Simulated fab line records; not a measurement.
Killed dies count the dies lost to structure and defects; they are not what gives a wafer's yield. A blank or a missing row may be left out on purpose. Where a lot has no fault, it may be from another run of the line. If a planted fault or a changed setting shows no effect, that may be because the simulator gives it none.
fab line records    flow rit-cmos
[record] lots = 14  wafers = 42  last-day = 7
route steps=202 shown ACTIVE@15 PRETRO@72 GATE@85 CONTACT@176 M1@202
lots that met no fault: from a run of the same line without faults
start-h: start of the lot's first displayed wafer, in hours after the record's first day    wait-h: how many hours have passed since the lot's step before this one    " the same as in the row above    L1.1+2: a row that stands for several wafers    - no value, or no start given    * or withheld: withheld    < > ~ a bound
route shown NAME@n: NAME is a module with steps in the file, n the number in the route of the first one    usual: mean/standard deviation of fault-free wafers    same: alike in all rows    chamber/n: place in a boat    sites: readings site by site    _std_site: standard deviation across them    _edge_site: outer sites' mean less inner sites'    radius-mm: how far each site lies from the wafer's centre    mask NAME#n: copy n    behind: tool/chamber where the wafer was last shaped    hold: the reason the lot was held/the length of the hold in hours/how it ended    device: whichever transistor did not switch (one of n, p or np)    end of line: the same wafers' tests at the end of the route    a step without rows: its recipe alone    killed: count of dies lost to structure and defects at first sort (not the wafer's yield)    map: a wafer's dies, x killed, . not, _ none there
set.NAME: the setting as run; set.NAME@STEP: as run at that earlier step    model.NAME: the simulator's own value behind a step, which no gauge read
the route's steps for a sample of lots (tables are steps, rows are wafers)
services: the hour from which a tool's chamber was out of use, counted from the record's first day as start-h (under 0 if before that day), plus the number of hours and why
[[steps]]
[step RIT_ACTIVE_STRIP_14]
[recipe] chemistry = O2  time-s = 180  resist = NOVOLAK  platen-temp-c = withheld  power-w = 500  pressure-mtorr = 4000  o2-flow-sccm = 4000
[usual] drypump-motor-current-A = 5.4/0.44
lot.wafer  tool             chamber  start-h  wait-h  drypump-motor-current-A  rf-hours-counter-h
L554.1     plasma-asher-01  0        15.80    0.1     4.8                      23
L554.4     "                1        "        "       5.9                      -
L554.5     "                1        "        "       5.9                      -
L556.2     plasma-asher-03  1        25.66    0.1     5.2                      37
L556.3     "                0        "        "       5.3                      -
L556.5     "                0        "        "       5.3                      -
L557.1     plasma-asher-01  1        31.74    0.1     5.9                      25
L557.3     "                0        "        "       4.8                      -
L557.4     "                1        "        "       5.9                      -
L558.2     plasma-asher-03  1        35.13    0.1     5.2                      38
L558.4     "                0        "        "       5.3                      -
L558.6     "                0        "        "       5.3                      -
L559.1     plasma-asher-02  1        43.66    0.1     6.0                      38
L559.2     "                0        "        "       5.7                      38
L559.3     "                1        "        "       6.0                      -
L561.2     plasma-asher-02  0        50.15    0.1     5.7                      38
L561.4     "                1        "        "       6.0                      -
L561.6     "                1        "        "       6.0                      -
L562.1     plasma-asher-01  1        54.84    0.1     5.9                      27
L562.3     "                1        "        "       5.9                      -
L562.5     "                0        "        "       4.8                      -
L565.2     plasma-asher-01  0        71.51    0.1     4.8                      29
L565.4     "                1        "        "       5.9                      -
L565.5     "                0        "        "       4.8                      -
L566.1     plasma-asher-02  1        75.32    0.1     6.0                      41
L566.4     "                0        "        "       5.7                      -
L566.5     "                0        "        "       5.7                      -
L567.2     plasma-asher-03  1        81.16    0.1     5.2                      44
L567.3     "                0        "        "       5.3                      -
L567.5     "                0        "        "       5.3                      -
L570.1     plasma-asher-03  1        96.36    0.1     5.2                      45
L570.2     "                0        "        "       5.3                      45
L570.4     "                1        "        "       5.2                      -
L571.2     plasma-asher-03  1        100.83   0.1     5.2                      46
L571.3     "                0        "        "       5.3                      -
L571.6     "                0        "        "       5.3                      -
L575.1     plasma-asher-02  0        120.12   0.1     5.7                      47
L575.3     "                1        "        "       6.0                      -
L575.4     "                0        "        "       5.7                      -
L577.2     plasma-asher-03  1        130.89   0.1     5.2                      1
L577.5     "                1        "        "       5.2                      -
L577.6     "                0        "        "       5.3                      -
[step RIT_PRETRO_IMPLANT_08]
[recipe] species = B  energy-kev = 45  dose-cm2 = 1.2e+13  tilt-deg = 7
[usual] beam-energy-keV = 44.999/0.012  dose-ions-cm2 = 1.2e+13/1.4e+10  faraday-current-uA = 38.1/0.75
lot.wafer  tool          chamber  start-h  wait-h  beam-energy-keV  dose-ions-cm2  faraday-current-uA
L554.1     implanter-04  0        32.47    0.2     45.016           1.2012e+13     37.4
L554.4     "             0        "        "       44.981           1.2029e+13     38.9
L554.5     "             0        "        "       44.951           1.2011e+13     38.3
L556.2     implanter-04  0        44.29    0.2     45.012           1.1998e+13     38.8
L556.3     "             0        "        "       45.024           1.2012e+13     38.6
L556.5     "             0        "        "       45.011           1.2001e+13     37.5
L557.1     implanter-02  0        50.89    0.2     45.010           1.2011e+13     38.1
L557.3     "             0        "        "       44.972           1.2003e+13     38.1
L557.4     "             0        "        "       45.013           1.2004e+13     38.3
L558.2     implanter-02  0        57.40    0.2     45.018           1.1984e+13     37.9
L558.4     "             0        "        "       44.997           1.1982e+13     38.3
L558.6     "             0        "        "       45.003           1.199e+13      38.1
L559.1     implanter-04  0        63.16    0.2     44.995           1.199e+13      37.0
L559.2     "             0        "        "       44.989           1.1998e+13     37.5
L559.3     "             0        "        "       45.018           1.2011e+13     37.9
L561.2     implanter-04  0        70.49    0.2     44.990           1.2e+13        38.8
L561.4     "             0        "        "       45.007           1.199e+13      37.0
L561.6     "             0        "        "       44.994           1.2006e+13     36.6
L562.1     implanter-01  0        75.79    0.2     44.999           1.1995e+13     38.3
L562.3     "             0        "        "       44.987           1.2e+13        38.7
L562.5     "             0        "        "       44.983           1.1998e+13     36.4
L565.2     implanter-01  0        89.04    0.2     45.011           1.1992e+13     37.8
L565.4     "             0        "        "       45.002           1.1979e+13     39.2
L565.5     "             0        "        "       44.996           1.1993e+13     37.9
L566.1     implanter-01  0        92.84    0.2     44.987           1.1994e+13     37.1
L566.4     "             0        "        "       44.996           1.2005e+13     37.3
L566.5     "             0        "        "       44.996           1.1995e+13     37.1
L567.2     implanter-04  0        98.13    0.2     44.991           1.1994e+13     37.8
L567.3     "             0        "        "       45.018           1.2004e+13     38.2
L567.5     "             0        "        "       44.992           1.1997e+13     38.7
L570.1     implanter-01  0        113.08   0.2     44.990           1.2006e+13     38.2
L570.2     "             0        "        "       44.992           1.2019e+13     37.6
L570.4     "             0        "        "       45.008           1.2013e+13     37.1
L571.2     implanter-02  0        117.93   0.2     44.989           1.2034e+13     38.2
L571.3     "             0        "        "       44.990           1.2005e+13     37.5
L571.6     "             0        "        "       44.979           1.2006e+13     39.1
L575.1     implanter-04  0        139.01   0.2     45.009           1.6333e+13     52.5
L575.3     "             0        "        "       45.008           1.6334e+13     51.9
L575.4     "             0        "        "       44.990           1.6363e+13     54.1
L577.2     implanter-04  0        149.04   0.2     45.010           1.6292e+13     53.4
L577.5     "             0        "        "       44.996           1.6305e+13     51.4
L577.6     "             0        "        "       45.009           1.6321e+13     51.7
[step RIT_PRETRO_TW_MEAS_10]
[usual] PRETRO_TW = 475/4
lot.wafer  tool           chamber  start-h  wait-h  PRETRO_TW
L554.1     film-metro-01  -        32.80    0.1     485
L554.4     "              -        "        "       480
L554.5     "              -        "        "       483
L556.2     film-metro-03  -        44.60    0.1     473
L556.3     "              -        "        "       475
L556.5     "              -        "        "       475
L557.1     film-metro-04  -        51.21    0.1     475
L557.3     "              -        "        "       476
L557.4     "              -        "        "       474
L558.2     film-metro-03  -        57.71    0.1     472
L558.4     "              -        "        "       470
L558.6     "              -        "        "       472
L559.1     film-metro-03  -        63.49    0.1     471
L559.2     "              -        "        "       471
L559.3     "              -        "        "       471
L561.2     film-metro-03  -        70.80    0.1     472
L561.4     "              -        "        "       475
L561.6     "              -        "        "       471
L562.1     film-metro-03  -        76.11    0.1     474
L562.3     "              -        "        "       473
L562.5     "              -        "        "       474
L565.2     film-metro-03  -        89.35    0.1     475
L565.4     "              -        "        "       475
L565.5     "              -        "        "       471
L566.1     film-metro-04  -        93.17    0.1     471
L566.4     "              -        "        "       472
L566.5     "              -        "        "       472
L567.2     film-metro-03  -        98.44    0.1     473
L567.3     "              -        "        "       471
L567.5     "              -        "        "       472
L570.1     film-metro-01  -        113.41   0.1     482
L570.2     "              -        "        "       482
L570.4     "              -        "        "       485
L571.2     film-metro-04  -        118.24   0.1     474
L571.3     "              -        "        "       478
L571.6     "              -        "        "       474
L575.1     film-metro-01  -        139.33   0.1     531
L575.3     "              -        "        "       527
L575.4     "              -        "        "       529
L577.2     film-metro-03  -        149.35   0.1     523
L577.5     "              -        "        "       522
L577.6     "              -        "        "       521
[step RIT_GATE_THK_MEAS_09]
[recipe] reads = poly-Si_of_GATE_CVD_08
[usual] GATE_POLY_THK = 251.3/2.2
lot.wafer  tool           chamber  start-h  wait-h  GATE_POLY_THK[nm]
L554.1     film-metro-01  -        37.65    0.0     249.4
L554.4     "              -        "        "       250.7
L554.5     "              -        "        "       247.9
L556.2     film-metro-04  -        50.20    0.0     250.5
L556.3     "              -        "        "       251.0
L556.5     "              -        "        "       253.5
L557.1     film-metro-02  -        58.77    0.0     250.2
L557.3     "              -        "        "       251.2
L557.4     "              -        "        "       251.3
L558.2     film-metro-02  -        62.06    0.0     253.9
L558.4     "              -        "        "       251.9
L558.6     "              -        "        "       252.6
L559.1     film-metro-01  -        68.34    0.0     250.2
L559.2     "              -        "        "       251.6
L559.3     "              -        "        "       253.1
L561.2     film-metro-01  -        75.45    0.0     252.5
L561.4     "              -        "        "       252.0
L561.6     "              -        "        "       254.8
L562.1     film-metro-01  -        82.56    0.0     247.9
L562.3     "              -        "        "       244.2
L562.5     "              -        "        "       246.4
L565.2     film-metro-01  -        97.36    0.0     253.3
L565.4     "              -        "        "       251.6
L565.5     "              -        "        "       250.7
L566.1     film-metro-04  -        98.41    0.0     252.8
L566.4     "              -        "        "       251.7
L566.5     "              -        "        "       251.9
L567.2     film-metro-02  -        101.98   0.0     254.3
L567.3     "              -        "        "       254.7
L567.5     "              -        "        "       254.1
L570.1     film-metro-01  -        116.94   0.0     246.8
L570.2     "              -        "        "       249.8
L570.4     "              -        "        "       247.6
L571.2     film-metro-01  -        124.95   0.0     252.4
L571.3     "              -        "        "       249.7
L571.6     "              -        "        "       249.6
L575.1     film-metro-02  -        144.59   0.0     251.9
L575.3     "              -        "        "       253.9
L575.4     "              -        "        "       251.6
L577.2     film-metro-01  -        152.89   0.0     250.7
L577.5     "              -        "        "       252.1
L577.6     "              -        "        "       251.9
[step RIT_CONTACT_CD_MEAS_08]
[recipe] target-cd-nm = 1000
[usual] cd-nm = 1000.1/2
lot.wafer  tool       chamber  start-h  wait-h  cd-nm
L554.1     cd-sem-01  -        54.60    -       996.5
L554.4     "          -        "        "       996.4
L554.5     "          -        "        "       995.8
L556.2     cd-sem-02  -        68.16    -       997.7
L556.3     "          -        "        "       1000.1
L556.5     "          -        "        "       1001.3
L557.1     cd-sem-01  -        74.76    -       999.6
L557.3     "          -        "        "       1001.6
L557.4     "          -        "        "       997.3
L558.2     cd-sem-02  -        78.80    -       998.1
L558.4     "          -        "        "       1002.1
L558.6     "          -        "        "       999.3
L559.1     cd-sem-01  -        84.10    -       1000.7
L559.2     "          -        "        "       1000.3
L559.3     "          -        "        "       998.8
L561.2     cd-sem-02  -        92.55    -       996.3
L561.4     "          -        "        "       999.2
L561.6     "          -        "        "       999.6
L562.1     cd-sem-02  -        100.72   -       999.7
L562.3     "          -        "        "       1001.9
L562.5     "          -        "        "       1000.1
L565.2     cd-sem-02  -        114.04   -       1002.3
L565.4     "          -        "        "       1001.9
L565.5     "          -        "        "       1002.1
L566.1     cd-sem-02  -        116.03   -       999.8
L566.4     "          -        "        "       1000.7
L566.5     "          -        "        "       999.5
L567.2     cd-sem-02  -        119.37   -       1001.5
L567.3     "          -        "        "       1000.9
L567.5     "          -        "        "       1002.8
L570.1     cd-sem-02  -        134.21   -       999.2
L570.2     "          -        "        "       996.7
L570.4     "          -        "        "       996.0
L571.2     cd-sem-02  -        141.81   -       1001.6
L571.3     "          -        "        "       1001.4
L571.6     "          -        "        "       1002.7
L575.1     cd-sem-02  -        161.68   -       1001.1
L575.3     "          -        "        "       996.7
L575.4     "          -        "        "       998.5
L577.2     cd-sem-02  -        169.01   -       1000.7
L577.5     "          -        "        "       1002.4
L577.6     "          -        "        "       1002.3
[step RIT_M1_PROBE_99]
[usual] killed-at-contacts = 0.1/0.3  killed-at-front-end = 6.7/2.6  killed-dies = 6.8/2.6  killed-open = 3.3/1.7  killed-short = 3.4/2
[same] gross-dies = 264  killed_at_M0_to_M3 = 0  killed_at_M4_up = 0  killed-at-back-side = 0  killed-at-other = 0
lot.wafer  tool       chamber  start-h  wait-h  killed-at-contacts  killed-at-front-end  killed-dies  killed-open  killed-short
L567.2     prober-01  -        124.77   0.1     0                   4                    4            3            1
L567.3     prober-01  -        124.82   0.2     0                   3                    3            3            0
L567.5     prober-01  -        124.92   0.2     1                   6                    7            2            5
L570.1     prober-01  -        139.63   0.1     1                   6                    7            6            1
L570.2     prober-01  -        139.68   0.1     0                   4                    4            3            1
L570.4     prober-01  -        139.78   0.2     0                   7                    7            2            5
// killed by level:class
L567.2 GATE:geometric-particle:open=2 GATE:geometric-particle:short=1 SPACER:geometric-particle:open=1
L567.3 GATE:geometric-particle:open=1 SPACER:geometric-particle:open=1 SILICIDE:geometric-particle:open=1
L567.5 GATE:geometric-particle:short=4 GATE:geometric-particle:open=2 CONTACT:geometric-particle:short=1
L570.1 GATE:geometric-particle:open=2 SPACER:geometric-particle:open=2 FOX1:geometric-particle:open=1 REOX:geometric-particle:short=1 CONTACT:geometric-particle:open=1
L570.2 FOX2:geometric-particle:short=1 FOX2:geometric-particle:open=1 GATE:geometric-particle:open=1 REOX:geometric-particle:open=1
L570.4 GATE:geometric-particle:short=2 REOX:geometric-particle:short=2 FOX1:geometric-particle:open=1 FOX2:geometric-particle:short=1 GATE:geometric-particle:open=1
[[services]]
tool             chamber  start-h  hours  kind
implanter-01     -        -2.26    2.0    repair
implanter-04     -        4.10     1.4    repair
implanter-02     -        5.45     3.8    pm
implanter-02     -        10.14    0.7    repair
implanter-02     -        66.62    12.5   repair
plasma-asher-02  -        67.06    1.2    repair
implanter-04     -        90.52    2.5    repair
implanter-04     -        102.93   3.4    repair
plasma-asher-03  -        107.08   5.2    repair
plasma-asher-03  -        112.27   9.0    pm
plasma-asher-03  0        112.27   9.0    vent-cycle
plasma-asher-03  1        112.27   9.0    vent-cycle
plasma-asher-03  0        121.27   -      clean
plasma-asher-03  1        121.27   -      clean
implanter-02     -        123.74   29.2   repair
[[key]]
[first-sign] step = RIT_PRETRO_IMPLANT_08  reading = dose-ions-cm2  direction = up  sigmas = 99+  usual = 1.2e+13  struck = 1.6325e+13
[effect] step = RIT_PRETRO_IMPLANT_08  reading = faraday-current-uA  direction = up  sigmas = 19  usual = 38.1  struck = 52.5
[effect] step = RIT_PRETRO_TW_MEAS_10  reading = PRETRO_TW  direction = up  sigmas = 13  usual = 475  struck = 525
met-at RIT_PRETRO_IMPLANT_08
struck-lots L575,L577
tester-left-out L575,L577
not-acting-at RIT_ACTIVE_STRIP_14,RIT_GATE_THK_MEAS_09,RIT_CONTACT_CD_MEAS_08
onset-between 98.13 139.01
[fault] kind = process-parameter-drift  tool = implanter-04  chamber = -  onset-h = 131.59  steps = RIT_PRETRO_IMPLANT_08  channel = dose-cm2  offset = 4.32e+12  shape = step  end-h = 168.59  acts-in = these-recipes-only  stated = 1.2e+13
// tester-left-out: of these lots the tester's yield and bins aren't shown, on N5 and GAA mostly nor the transistor test; their killed dies are dies lost to structure and defects alone, not to doping, threshold or leakage, so they don't give the yield
